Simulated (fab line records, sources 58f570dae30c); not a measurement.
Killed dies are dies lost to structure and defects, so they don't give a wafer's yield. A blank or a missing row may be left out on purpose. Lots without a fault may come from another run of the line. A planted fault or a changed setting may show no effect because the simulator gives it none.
Which tool did it? | flow berkeley_cmos170 | 7 lots, 21 wafers sampled, at 1 step of a route of 331

WHAT THE GAUGES READ, wafer by wafer
UCB170_START_THK_MEAS_03.
lot  | measured    | on            | START_OXIDE_THK (nm)
L130 | day 2 04:53 | film_metro-01 | 20.5 20.2 20.2
L132 | day 2 11:29 | film_metro-03 | 19.6 19.9 19.6
L135 | day 2 22:59 | film_metro-01 | 20.6 19.9 20.5
L136 | day 3 09:04 | film_metro-01 | 20.5 20.6 20.5
L142 | day 4 10:58 | film_metro-04 | 20.1 19.9 20.2
L149 | day 6 00:09 | film_metro-01 | 20.4 20.7 20.2
L151 | day 6 09:19 | film_metro-03 | 20.7 20.8 20.9

WHICH TOOL RAN EACH LOT (tool, then ch and the chambers of the sampled wafers, then the start)
The record holds no process step before these readings.

THE ANSWER, worked out from the rows above alone
Rule: what is usual is taken from the lots themselves. Put in order of their means at a reading, lots are off if they are a third of the lots or fewer, leave a main group of 4 or more, and stand apart from it by a gap of 3 or more times the standard deviation of the main group's means; of several such gaps the widest counts. A main group whose means are all the same, to the digits that the tables above print for the reading, isn't used. A lot without any number at a reading at which 4 lots or more have one is off too. The other lots that the step has rows for count as sound.
No lot is off at any reading shown: from this, nothing can be told.

WHAT THE SIMULATOR HAD PUT IN
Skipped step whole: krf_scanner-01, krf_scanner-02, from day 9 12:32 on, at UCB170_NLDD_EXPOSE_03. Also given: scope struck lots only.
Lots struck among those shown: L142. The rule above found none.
